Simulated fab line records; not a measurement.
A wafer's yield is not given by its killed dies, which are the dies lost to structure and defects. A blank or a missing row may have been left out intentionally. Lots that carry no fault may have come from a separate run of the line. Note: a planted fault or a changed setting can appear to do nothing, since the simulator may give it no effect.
fab line records ; flow berkeley_cmos170
record lots=13; wafers=38; last_day=12
route steps=331 shown NLDD@164 SPACER@171 BACKSIDE@202 M1@238
lots with no fault: from the same line, run without faults
start_h: start of the lot's first displayed wafer, in hours after the record's first day ; wait_h: hours since the lot's step before ; " as in the row above ; L1.1+2: one row covering several wafers at once ; - no value, or no start was given ; * or withheld: withheld ; < > ~ a bound
route shown NAME@n: a module of which the file shows steps, and the number in the route of the first ; usual: the fault-free wafers' mean and standard deviation ; same: alike in all rows ; chamber/n: place in a boat ; sites: each site's reading ; _std_site: how widely they spread, as a standard deviation ; _edge_site: inner sites' mean taken away from outer sites' mean ; radius_mm: for every site, how far away it sits from the centre of the wafer ; mask NAME#n: copy n ; behind: the tool/chamber that last shaped the wafer ; hold: the reason the lot was held/the length of the hold in hours/how it ended ; device: the transistor (n, p or np) that didn't switch ; end of line: the tests these same wafers got at the end of their route ; a step given without rows: its recipe and nothing more ; killed: not the wafer's yield, but the dies lost to structure and defects at the first sort ; map: per-die view of a wafer (x killed, . not killed, _ where there is no die)
set.NAME: the run value of the setting; set.NAME@STEP: its run value at that earlier step ; model.NAME: the simulator's own value behind a step, which no gauge read
steps of the route over a sample of lots; a table a step, a row a wafer
services: a tool's chamber out of use, with start hour (start_h, from the record's first day; less than 0 if before it), hours out, and reason
## steps
# step UCB170_NLDD_CD_MEAS_06
# recipe target_cd_nm=1200
# usual cd_nm=1199.6/1.4
lot.wafer;tool;chamber;start_h;wait_h;cd_nm
L451.1;cd_sem-02;-;165.85;-;1201.3
L451.2;cd_sem-02;-;165.85;-;1198.5
L451.5;cd_sem-02;-;165.85;-;1201.3
L453.2;cd_sem-01;-;166.42;-;1199.6
L453.5;cd_sem-01;-;166.42;-;1200.2
L453.6;cd_sem-01;-;166.42;-;1199.6
L452.4;cd_sem-02;-;166.80;-;1198.6
L452.5;cd_sem-02;-;166.80;-;1199.0
L452.6;cd_sem-02;-;166.80;-;1199.7
L456.1;cd_sem-02;-;183.11;-;1201.5
L456.5;cd_sem-02;-;183.11;-;1202.3
L456.6;cd_sem-02;-;183.11;-;1200.5
L455.1;cd_sem-02;-;183.67;-;1198.6
L455.5;cd_sem-02;-;183.67;-;1199.3
L455.6;cd_sem-02;-;183.67;-;1199.0
L454.2;cd_sem-02;-;183.87;-;1198.3
L454.5;cd_sem-02;-;183.87;-;1200.1
L454.6;cd_sem-02;-;183.87;-;1200.1
L462.2;cd_sem-01;-;216.23;-;1202.3
L462.3;cd_sem-01;-;216.23;-;1201.9
L463.3;cd_sem-02;-;216.52;-;1198.8
L463.4;cd_sem-02;-;216.52;-;1199.8
L463.5;cd_sem-02;-;216.52;-;1199.3
L465.2;cd_sem-01;-;232.84;-;1200.4
L465.4;cd_sem-01;-;232.84;-;1198.9
L465.5;cd_sem-01;-;232.84;-;1200.0
L466.2;cd_sem-01;-;244.98;-;1201.5
L466.3;cd_sem-01;-;244.98;-;1201.0
L466.5;cd_sem-01;-;244.98;-;1201.6
L468.2;cd_sem-01;-;246.08;-;1200.5
L468.3;cd_sem-01;-;246.08;-;1200.9
L468.4;cd_sem-01;-;246.08;-;1201.0
L467.1;cd_sem-02;-;256.51;-;1199.4
L467.3;cd_sem-02;-;256.51;-;1197.5
L467.5;cd_sem-02;-;256.51;-;1197.7
L472.2;cd_sem-01;-;256.81;-;1200.3
L472.3;cd_sem-01;-;256.81;-;1200.5
L472.6;cd_sem-01;-;256.81;-;1201.1
# step UCB170_SPACER_CVD_00
# recipe material=SiO2; target_thk_nm=376; temp_c=390; precursor=TEOS/O2; time_s=47; rf_w=550; pressure_mtorr=9000
# usual heater_power_w=289/47
lot.wafer;tool;chamber;start_h;wait_h;heater_power_w
L451.1;pecvd-01;1;166.64;0.0;320
L451.2;pecvd-01;0;166.64;0.0;247
L451.5;pecvd-01;2;166.64;0.0;277
L453.2;pecvd-03;2;167.34;0.0;326
L453.5;pecvd-03;1;167.34;0.0;334
L453.6;pecvd-03;0;167.34;0.0;369
L452.4;pecvd-04;1;167.85;0.0;222
L452.5;pecvd-04;0;167.85;0.0;185
L452.6;pecvd-04;2;167.85;0.0;225
L456.1;pecvd-01;1;183.90;0.0;272
L456.5;pecvd-01;1;183.90;0.0;282
L456.6;pecvd-01;0;183.90;0.0;298
L455.1;pecvd-03;1;184.60;0.0;283
L455.5;pecvd-03;2;184.60;0.0;287
L455.6;pecvd-03;1;184.60;0.0;312
L454.2;pecvd-04;0;184.80;0.0;260
L454.5;pecvd-04;2;184.80;0.0;290
L454.6;pecvd-04;0;184.80;0.0;264
L462.2;pecvd-04;0;217.14;0.0;233
L462.3;pecvd-04;2;217.14;0.0;294
L463.3;pecvd-03;2;217.31;0.0;354
L463.4;pecvd-03;0;217.31;0.0;374
L463.5;pecvd-03;1;217.31;0.0;290
L465.2;pecvd-04;2;234.02;0.0;257
L465.4;pecvd-04;0;234.02;0.0;230
L465.5;pecvd-04;1;234.02;0.0;195
L466.2;pecvd-03;2;245.75;0.0;339
L466.3;pecvd-03;1;245.75;0.0;342
L466.5;pecvd-03;0;245.75;0.0;354
L468.2;pecvd-03;0;246.86;0.0;291
L468.3;pecvd-03;2;246.86;0.0;354
L468.4;pecvd-03;0;246.86;0.0;310
L467.1;pecvd-04;1;260.22;0.0;266
L467.3;pecvd-04;2;260.22;0.0;279
L467.5;pecvd-04;1;260.22;0.0;276
L472.2;pecvd-03;0;260.22;0.0;370
L472.3;pecvd-03;2;260.22;0.0;352
L472.6;pecvd-03;1;260.22;0.0;338
# step UCB170_BACKSIDE_STRIP_03
# recipe chemistry=O2; power_w=400; pressure_mtorr=3500; platen_temp_c=withheld; o2_flow_sccm=400; overash_fraction=0.5
# usual drypump_motor_current_A=5.6/0.42; oes_product_au=0.735/0.0043; strip_time_to_endpoint_s=21.99/0.074
lot.wafer;tool;chamber;start_h;wait_h;drypump_motor_current_A;oes_product_au;rf_hours_counter_h;strip_time_to_endpoint_s
L453.2;plasma_asher-03;0;177.80;0.1;5.7;0.731;7;22.04
L453.5;plasma_asher-03;1;177.80;0.1;6.5;0.738;-;21.96
L453.6;plasma_asher-03;0;177.80;0.1;5.7;0.733;-;22.02
L451.1;plasma_asher-03;0;178.59;0.1;5.7;0.735;7;22.07
L451.2;plasma_asher-03;1;178.59;0.1;6.5;0.731;7;22.01
L451.5;plasma_asher-03;1;178.59;0.1;6.4;0.738;-;22.01
L452.4;plasma_asher-02;1;179.07;0.1;5.7;0.742;-;22.15
L452.5;plasma_asher-02;1;179.07;0.1;5.7;0.731;-;22.05
L452.6;plasma_asher-02;0;179.07;0.1;5.3;0.734;-;22.07
L456.1;plasma_asher-02;0;193.40;0.1;5.3;0.728;41;22.00
L456.5;plasma_asher-02;0;193.40;0.1;5.3;0.727;-;21.93
L456.6;plasma_asher-02;1;193.40;0.1;5.7;0.729;-;21.99
L454.2;plasma_asher-02;0;193.85;0.1;5.3;0.727;41;21.92
L454.5;plasma_asher-02;1;193.85;0.1;5.7;0.740;-;21.89
L454.6;plasma_asher-02;0;193.85;0.1;5.4;0.734;-;21.93
L455.1;plasma_asher-03;0;194.06;0.1;5.7;0.740;9;21.95
L455.5;plasma_asher-03;0;194.06;0.1;5.6;0.732;-;21.94
L455.6;plasma_asher-03;1;194.06;0.1;6.4;0.734;-;21.99
L462.2;plasma_asher-03;0;227.38;0.1;5.6;0.738;13;21.95
L462.3;plasma_asher-03;0;227.38;0.1;5.7;0.734;-;21.99
L463.3;plasma_asher-02;0;227.84;0.1;5.3;0.738;-;22.06
L463.4;plasma_asher-02;1;227.84;0.1;5.7;0.734;-;21.92
L463.5;plasma_asher-02;0;227.84;0.1;5.3;0.739;-;21.94
L465.2;plasma_asher-02;1;243.99;0.1;5.7;0.741;47;21.79
L465.4;plasma_asher-02;0;243.99;0.1;5.3;0.740;-;21.92
L465.5;plasma_asher-02;1;243.99;0.1;5.7;0.728;-;21.94
L466.2;plasma_asher-02;0;254.78;0.1;5.3;0.735;49;22.08
L466.3;plasma_asher-02;1;254.78;0.1;5.6;0.735;-;22.09
L466.5;plasma_asher-02;0;254.78;0.1;5.3;0.731;-;21.95
L468.2;plasma_asher-02;1;255.57;0.1;5.7;0.739;49;22.10
L468.3;plasma_asher-02;1;255.57;0.1;5.7;0.733;-;22.08
L468.4;plasma_asher-02;0;255.57;0.1;5.3;0.733;-;22.10
L467.1;plasma_asher-01;0;269.98;0.1;5.1;0.732;57;22.01
L467.3;plasma_asher-01;1;269.98;0.1;5.7;0.733;-;21.99
L467.5;plasma_asher-01;0;269.98;0.1;5.0;0.739;-;21.95
L472.2;plasma_asher-01;0;270.56;0.1;5.1;0.739;57;22.07
L472.3;plasma_asher-01;0;270.56;0.1;5.1;0.740;-;22.06
L472.6;plasma_asher-01;1;270.56;0.1;5.7;0.737;-;22.09
# step UCB170_M1_SPUTTER_00
# recipe material=Al; target_thk_nm=600; time_s=80; power_w=6000; chamber_pressure_pa=0.5
# usual chamber_pressure_pa=0.5000/0.00088; throttle_valve_pct=29.7/0.92
lot.wafer;tool;chamber;start_h;wait_h;chamber_pressure_pa;throttle_valve_pct
L453.2;pvd_sputter-03;-;184.99;0.0;0.5002;29.4
L453.5;pvd_sputter-03;-;184.99;0.0;0.4990;28.6
L453.6;pvd_sputter-03;-;184.99;0.0;0.5006;29.6
L451.1;pvd_sputter-04;-;185.37;0.0;0.5000;30.9
L451.2;pvd_sputter-04;-;185.37;0.0;0.4996;29.5
L451.5;pvd_sputter-04;-;185.37;0.0;0.4985;29.8
L452.4;pvd_sputter-01;-;186.37;0.0;0.4996;31.1
L452.5;pvd_sputter-01;-;186.37;0.0;0.5000;31.4
L452.6;pvd_sputter-01;-;186.37;0.0;0.4995;29.1
L454.2;pvd_sputter-04;-;201.49;0.0;0.4993;29.3
L454.5;pvd_sputter-04;-;201.49;0.0;0.5008;30.5
L454.6;pvd_sputter-04;-;201.49;0.0;0.5003;30.9
L456.1;pvd_sputter-01;-;201.61;0.0;0.5003;31.6
L456.5;pvd_sputter-01;-;201.61;0.0;0.5006;28.9
L456.6;pvd_sputter-01;-;201.61;0.0;0.4990;29.0
L455.1;pvd_sputter-03;-;201.73;0.0;0.5008;29.3
L455.5;pvd_sputter-03;-;201.73;0.0;0.5003;29.0
L455.6;pvd_sputter-03;-;201.73;0.0;0.5013;29.3
L462.2;pvd_sputter-03;-;233.12;0.0;0.5010;28.7
L462.3;pvd_sputter-03;-;233.12;0.0;0.5013;29.0
L463.3;pvd_sputter-04;-;235.89;0.0;0.5003;30.5
L463.4;pvd_sputter-04;-;235.89;0.0;0.5005;29.7
L463.5;pvd_sputter-04;-;235.89;0.0;0.5015;30.7
L465.2;pvd_sputter-04;-;251.02;0.0;0.4988;29.6
L465.4;pvd_sputter-04;-;251.02;0.0;0.4999;31.4
L465.5;pvd_sputter-04;-;251.02;0.0;0.5005;29.7
L466.2;pvd_sputter-04;-;262.67;0.0;0.4997;30.6
L466.3;pvd_sputter-04;-;262.67;0.0;0.4995;30.4
L466.5;pvd_sputter-04;-;262.67;0.0;0.5007;29.6
L468.2;pvd_sputter-01;-;262.94;0.0;0.4989;31.4
L468.3;pvd_sputter-01;-;262.94;0.0;0.4995;28.7
L468.4;pvd_sputter-01;-;262.94;0.0;0.5015;28.6
L467.1;pvd_sputter-04;-;279.67;0.0;0.5001;29.6
L467.3;pvd_sputter-04;-;279.67;0.0;0.4981;30.7
L467.5;pvd_sputter-04;-;279.67;0.0;0.4985;30.6
L472.2;pvd_sputter-01;-;279.85;0.0;0.5007;31.3
L472.3;pvd_sputter-01;-;279.85;0.0;0.5011;29.1
L472.6;pvd_sputter-01;-;279.85;0.0;0.5012;28.7
# step UCB170_M1_RS_MEAS_01
# recipe thk_meas_gauge=four-point-probe; reads=Al_of_M1_SPUTTER_00
# usual M1_AL_RS=0.0485/0.00048
lot.wafer;tool;chamber;start_h;wait_h;M1_AL_RS[ohm/sq]
L453.2;film_metro-03;-;185.07;0.1;0.0499
L453.5;film_metro-03;-;185.07;0.1;0.0492
L453.6;film_metro-03;-;185.07;0.1;0.0493
L451.1;film_metro-04;-;185.43;0.0;0.0480
L451.2;film_metro-04;-;185.43;0.0;0.0477
L451.5;film_metro-04;-;185.43;0.0;0.0480
L452.4;film_metro-04;-;186.49;0.1;0.0488
L452.5;film_metro-04;-;186.49;0.1;0.0484
L452.6;film_metro-04;-;186.49;0.1;0.0483
L454.2;film_metro-02;-;201.57;0.1;0.0487
L454.5;film_metro-02;-;201.57;0.1;0.0485
L454.6;film_metro-02;-;201.57;0.1;0.0491
L456.1;film_metro-03;-;201.67;0.0;0.0489
L456.5;film_metro-03;-;201.67;0.0;0.0486
L456.6;film_metro-03;-;201.67;0.0;0.0489
L455.1;film_metro-04;-;201.79;0.0;0.0483
L455.5;film_metro-04;-;201.79;0.0;0.0483
L455.6;film_metro-04;-;201.79;0.0;0.0475
L462.2;film_metro-02;-;233.21;0.1;0.1083
L462.3;film_metro-02;-;233.21;0.1;0.0485
L463.3;film_metro-03;-;235.99;0.1;0.0483
L463.4;film_metro-03;-;235.99;0.1;0.0484
L463.5;film_metro-03;-;235.99;0.1;0.0488
L465.2;film_metro-04;-;251.10;0.1;0.0487
L465.4;film_metro-04;-;251.10;0.1;0.0487
L465.5;film_metro-04;-;251.10;0.1;0.0485
L466.2;film_metro-02;-;262.75;0.1;0.0488
L466.3;film_metro-02;-;262.75;0.1;0.0489
L466.5;film_metro-02;-;262.75;0.1;0.0487
L468.2;film_metro-03;-;263.02;0.1;0.0483
L468.3;film_metro-03;-;263.02;0.1;0.0487
L468.4;film_metro-03;-;263.02;0.1;0.0485
L467.1;film_metro-03;-;279.73;0.0;0.0483
L467.3;film_metro-03;-;279.73;0.0;0.0486
L467.5;film_metro-03;-;279.73;0.0;0.0488
L472.2;film_metro-04;-;279.93;0.1;0.0483
L472.3;film_metro-04;-;279.93;0.1;0.0480
L472.6;film_metro-04;-;279.93;0.1;0.0482
# step UCB170_M1_THK_MEAS_02
# recipe thk_meas_gauge=xrf; reads=Al_of_M1_SPUTTER_00
# usual M1_AL_THK=591/5.9
lot.wafer;tool;chamber;start_h;wait_h;M1_AL_THK[nm]
L453.2;film_metro-03;-;185.18;0.1;579
L453.5;film_metro-03;-;185.18;0.1;587
L453.6;film_metro-03;-;185.18;0.1;585
L451.1;film_metro-04;-;185.55;0.1;592
L451.2;film_metro-04;-;185.55;0.1;595
L451.5;film_metro-04;-;185.55;0.1;591
L452.4;film_metro-04;-;186.58;0.1;580
L452.5;film_metro-04;-;186.58;0.1;592
L452.6;film_metro-04;-;186.58;0.1;585
L454.2;film_metro-02;-;201.68;0.1;593
L454.5;film_metro-02;-;201.68;0.1;592
L454.6;film_metro-02;-;201.68;0.1;589
L456.1;film_metro-03;-;201.79;0.1;586
L456.5;film_metro-03;-;201.79;0.1;593
L456.6;film_metro-03;-;201.79;0.1;590
L455.1;film_metro-04;-;201.91;0.1;592
L455.5;film_metro-04;-;201.91;0.1;588
L455.6;film_metro-04;-;201.91;0.1;600
L462.2;film_metro-02;-;233.32;0.1;272
L462.3;film_metro-02;-;233.32;0.1;597
L463.3;film_metro-03;-;236.09;0.1;594
L463.4;film_metro-03;-;236.09;0.1;591
L463.5;film_metro-03;-;236.09;0.1;590
L465.2;film_metro-04;-;251.21;0.1;588
L465.4;film_metro-04;-;251.21;0.1;590
L465.5;film_metro-04;-;251.21;0.1;585
L466.2;film_metro-02;-;262.86;0.1;592
L466.3;film_metro-02;-;262.86;0.1;588
L466.5;film_metro-02;-;262.86;0.1;595
L468.2;film_metro-03;-;263.13;0.1;594
L468.3;film_metro-03;-;263.13;0.1;587
L468.4;film_metro-03;-;263.13;0.1;593
L467.1;film_metro-03;-;279.85;0.1;596
L467.3;film_metro-03;-;279.85;0.1;594
L467.5;film_metro-03;-;279.85;0.1;589
L472.2;film_metro-04;-;280.04;0.1;592
L472.3;film_metro-04;-;280.04;0.1;593
L472.6;film_metro-04;-;280.04;0.1;593
# step UCB170_M1_METAL_ETCH_12
# recipe chemistry=Cl2/BCl3; target=Al; stop_on=PSG; pressure_mtorr=12; target_depth_a=7800; over_etch_frac=0.3; time_s=130; icp_w=600; bias_w=120; Cl2_flow_sccm=90; bcl3_flow_sccm=45
# usual drypump_motor_current_A=5.8/0.32; oes_product_au=0.848/0.0082; throttle_valve_pct=24.38/0.19
lot.wafer;tool;chamber;start_h;wait_h;drypump_motor_current_A;oes_product_au;rf_hours_counter_h;throttle_valve_pct
L453.2;rie_metal-03;1;186.64;-;5.9;0.836;9;24.24
L453.5;rie_metal-03;0;186.64;-;5.4;0.850;-;24.41
L453.6;rie_metal-03;1;186.64;-;5.9;0.849;-;24.23
L451.1;rie_metal-01;0;186.99;-;5.8;0.840;10;24.20
L451.2;rie_metal-01;1;186.99;-;6.1;0.851;13;24.39
L451.5;rie_metal-01;0;186.99;-;5.8;0.846;-;24.18
L452.4;rie_metal-03;0;187.86;-;5.4;0.851;-;24.41
L452.5;rie_metal-03;0;187.86;-;5.4;0.857;-;24.42
L452.6;rie_metal-03;1;187.86;-;5.9;0.862;-;24.23
L454.2;rie_metal-01;0;203.08;-;5.8;0.834;-;24.19
L454.5;rie_metal-01;0;203.08;-;5.8;0.841;-;24.19
L454.6;rie_metal-01;0;203.08;-;5.8;0.841;-;24.18
L456.1;rie_metal-04;0;203.24;-;6.3;0.845;3;24.73
L456.5;rie_metal-04;1;203.24;-;5.2;0.837;-;24.76
L456.6;rie_metal-04;0;203.24;-;6.3;0.850;-;24.71
L455.1;rie_metal-03;0;203.72;-;5.4;0.858;5;24.42
L455.5;rie_metal-03;0;203.72;-;5.4;0.859;-;24.42
L455.6;rie_metal-03;1;203.72;-;5.9;0.867;-;24.23
L462.2;rie_metal-03;1;235.08;-;5.9;0.594;10;24.34
L462.3;rie_metal-03;1;235.08;-;5.9;0.860;-;24.22
L463.3;rie_metal-01;0;237.74;-;5.8;0.845;-;24.18
L463.4;rie_metal-01;1;237.74;-;6.1;0.854;-;24.48
L463.5;rie_metal-01;0;237.74;-;5.8;0.838;-;24.18
L465.2;rie_metal-01;0;253.34;-;5.8;0.838;12;24.20
L465.4;rie_metal-01;0;253.34;-;5.8;0.834;-;24.19
L465.5;rie_metal-01;1;253.34;-;6.1;0.851;-;24.47
L466.2;rie_metal-04;1;264.10;-;5.2;0.849;2;24.76
L466.3;rie_metal-04;1;264.10;-;5.2;0.840;-;24.77
L466.5;rie_metal-04;0;264.10;-;6.3;0.835;-;24.71
L468.2;rie_metal-01;1;264.35;-;6.1;0.846;1;24.47
L468.3;rie_metal-01;0;264.35;-;5.8;0.835;-;24.17
L468.4;rie_metal-01;1;264.35;-;6.1;0.855;-;24.46
L467.1;rie_metal-01;1;280.95;-;6.1;0.855;2;24.47
L467.3;rie_metal-01;1;280.95;-;6.1;0.845;-;24.48
L467.5;rie_metal-01;1;280.95;-;6.1;0.844;-;24.47
L472.2;rie_metal-04;0;281.25;-;6.3;0.846;7;24.70
L472.3;rie_metal-04;1;281.25;-;5.2;0.848;-;24.76
L472.6;rie_metal-04;1;281.25;-;5.2;0.843;-;24.76
## services
tool;chamber;start_h;hours;kind
pecvd-03;2;142.82;21.8;repair
rie_metal-04;1;167.79;-;clean
rie_metal-04;1;167.79;20.9;scheduled_down
plasma_asher-01;-;172.74;2.8;pm
pecvd-04;-;181.63;0.3;repair
rie_metal-03;0;193.79;2.6;repair
rie_metal-01;1;198.49;-;clean
rie_metal-01;1;198.49;19.4;scheduled_down
rie_metal-01;1;198.49;19.4;vent_cycle
rie_metal-01;-;217.37;4.3;pm
pecvd-04;-;219.88;1.8;repair
rie_metal-04;1;221.62;34.9;repair
plasma_asher-03;-;235.32;26.4;repair
pecvd-04;-;242.50;14.0;pm
pecvd-04;0;242.50;14.0;vent_cycle
pecvd-04;1;242.50;14.0;vent_cycle
pecvd-04;2;242.50;14.0;vent_cycle
plasma_asher-03;-;247.74;12.3;repair
pecvd-01;0;256.34;5.4;repair
pecvd-04;0;256.50;-;clean
pecvd-04;1;256.50;-;clean
pecvd-04;2;256.50;-;clean
pecvd-01;-;266.84;28.1;pm
rie_metal-04;-;270.23;0.5;repair
## key
first_sign step=UCB170_M1_RS_MEAS_01; reading=M1_AL_RS; direction=up; sigmas=99+; usual=0.0485; struck=0.1083
effect step=UCB170_M1_THK_MEAS_02; reading=M1_AL_THK; direction=down; sigmas=55; usual=591; struck=272
effect step=UCB170_M1_METAL_ETCH_12; reading=oes_product_au; direction=down; sigmas=31; usual=0.848; struck=0.594
met_at UCB170_M1_SPUTTER_00
struck_lots L462
struck_wafers L462.2
sort_left_out L462.2
tester_left_out L462
not_acting_at UCB170_NLDD_CD_MEAS_06,UCB170_SPACER_CVD_00,UCB170_BACKSIDE_STRIP_03
onset_between 184.99 233.12
earlier_fault kind=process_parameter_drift; tool=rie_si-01; chamber=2; onset_h=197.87; steps=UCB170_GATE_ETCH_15; channel=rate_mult; offset=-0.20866; shape=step; end_h=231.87
fault kind=process_parameter_drift; tool=pvd_sputter-03; chamber=-; onset_h=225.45; steps=UCB170_M1_SPUTTER_00; channel=target_thk_nm; offset=-330; shape=step; acts_in=these_recipes_only; stated=600; scope=struck_wafers_only
# tester_left_out: of these lots the tester's yield and bins aren't shown, on N5 and GAA mostly nor the transistor test; their killed dies are dies lost to structure and defects alone, not to doping, threshold or leakage, so they don't give the yield
# sort_left_out: the simulated sort isn't trusted on such a fault, so these wafers' sort isn't shown, and their yield isn't known
